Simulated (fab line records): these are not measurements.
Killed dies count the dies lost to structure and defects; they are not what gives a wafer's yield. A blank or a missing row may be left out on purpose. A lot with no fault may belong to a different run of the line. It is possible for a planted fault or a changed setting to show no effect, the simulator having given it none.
Problem report in the 8D (eight disciplines) form, filled by code :: flow berkeleyCmos170 :: the parts of the form that need people (team, actions taken, sign-off) are left out

== 1. WHAT IS WRONG ==
cdNm at UCB170_M3_CD_MEAS_90 reads a mean of 679 nm on 3 wafers of 2 lots; wafers without a fault read 701 nm with a standard deviation of 3.7. That puts it -5.9 standard deviations away from the usual mean.
The step: target cd 700 nm.
Earliest sighting: wafer L572.1 on cdSem-02 at day 11 06:12. The record has a number at this step for 42 wafers belonging to 14 lots. By rule, "out" or "out of limits" means more than 4 standard deviations away from the usual mean. All remaining wafers that have a number are taken as sound.

== 2. WHAT IT IS AND WHAT IT IS NOT ==
question: which readings at this step
is: cdNm
is not: -

question: which lots
is: L571, L572
is not: L558, L559, L560, L561, L562, L563, L566, L567, L575, L576, L578, L580

question: which wafers of those lots
is: L571.1, L572.1, L572.4
is not: L571.2, L571.3, L572.5

question: read on which gauges
is: cdSem-01, cdSem-02
is not: -

question: when
is: from day 11 06:12
is not: up to then (25 sound wafers); but 14 sound wafers of L571, L575, L576, L578, L580 came after

== 3. THE SUSPECTS, EACH WITH WHAT RULES IT OUT ==
Counting: any tool at a process step up to the reading remains a suspect provided it ran every lot that is out. Sound lots after the first of them don't rule it out here, since some wafers of a struck lot are sound.
- ruled out: the gauge at UCB170_M3_CD_MEAS_90. Those wafers that are out were read across 2 gauges (cdSem-01, cdSem-02).
- plasmaAsher-04 at UCB170_GATE_STRIP_16 (strips in O2): kept. Ran every lot that is out, first one L572 (day 9 13:35); last sound lot up to then L567 (day 8 11:13).
- pecvd-02 at UCB170_SPACER_CVD_00 (deposits SiO2 from TEOS/O2, target thk 376 nm, time 47 s): kept. Ran every lot that is out, first one L572 (day 9 17:47); last sound lot up to then L563 (day 7 22:34).
- rieMetal-04 at UCB170_M3_METAL_ETCH_18 (etches Al in Cl2/BCl3, stops on SiO2, target depth 1170 nm, time 195 s): kept. Ran every lot that is out, first one L572 (day 11 05:55); last sound lot up to then L567 (day 10 11:37). Out on those wafers are its own readings of rfFwdPowerW.
- The sound lot-mates ran in chamber 1 of rieMetal-04 at UCB170_M3_METAL_ETCH_18, but the wafers that are out ran in chamber 0.
Still standing after the count: plasmaAsher-04 at UCB170_GATE_STRIP_16, pecvd-02 at UCB170_SPACER_CVD_00, rieMetal-04 at UCB170_M3_METAL_ETCH_18.

== 4. THE CAUSE (what the simulator had put in) ==
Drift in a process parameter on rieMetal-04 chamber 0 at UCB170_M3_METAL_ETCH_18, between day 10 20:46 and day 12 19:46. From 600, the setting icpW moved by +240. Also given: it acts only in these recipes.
3 suspects survive the count, and this tool is in that group.

== 5. THE EFFECT CHAIN, in route order ==
Each row: a reading whose mean over the struck wafers that have a number lies more than 3 standard deviations from the usual. Scope: only readings with a usual standard deviation given in the record; hours: median across lots of the time from each lot's start at the first step in this table that gives one to its start at this step; sigmas: change in usual standard deviations.
hours: 0
step: UCB170_M3_METAL_ETCH_18
reading: rfFwdPowerW
usual: 598.0 W
on struck wafers: 836.7
change: +238.7
sigmas: +99 or more

hours: 0
step: UCB170_M3_STRIP_19
reading: oesProductAu
usual: 0.542 a.u.
on struck wafers: 0.316
change: -0.226
sigmas: -13

hours: 0
step: UCB170_M3_CD_MEAS_90
reading: cdNm
usual: 701 nm
on struck wafers: 679
change: -22
sigmas: -5.9
It contains these process steps:
- UCB170_M3_METAL_ETCH_18: etches Al in Cl2/BCl3, stops on SiO2, target depth 1170 nm, time 195 s.
- UCB170_M3_STRIP_19: strips in O2.

== 6. HOW IT WOULD HAVE BEEN CAUGHT EARLIER ==
The first out-of-limits reading at a measuring or inspecting step in this record came at day 11 06:12, 9 hours after the fault's start at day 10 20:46.
Tool's own readings at UCB170_M3_METAL_ETCH_18, rfFwdPowerW: out on all struck wafers the step has rows for; an alarm limit on them would have tripped on the first.
L571, from the lots that are out (2), started UCB170_M3_METAL_ETCH_18 on rieMetal-04 later than day 11 06:12. It would have been spared by a hold on the tool at that moment.
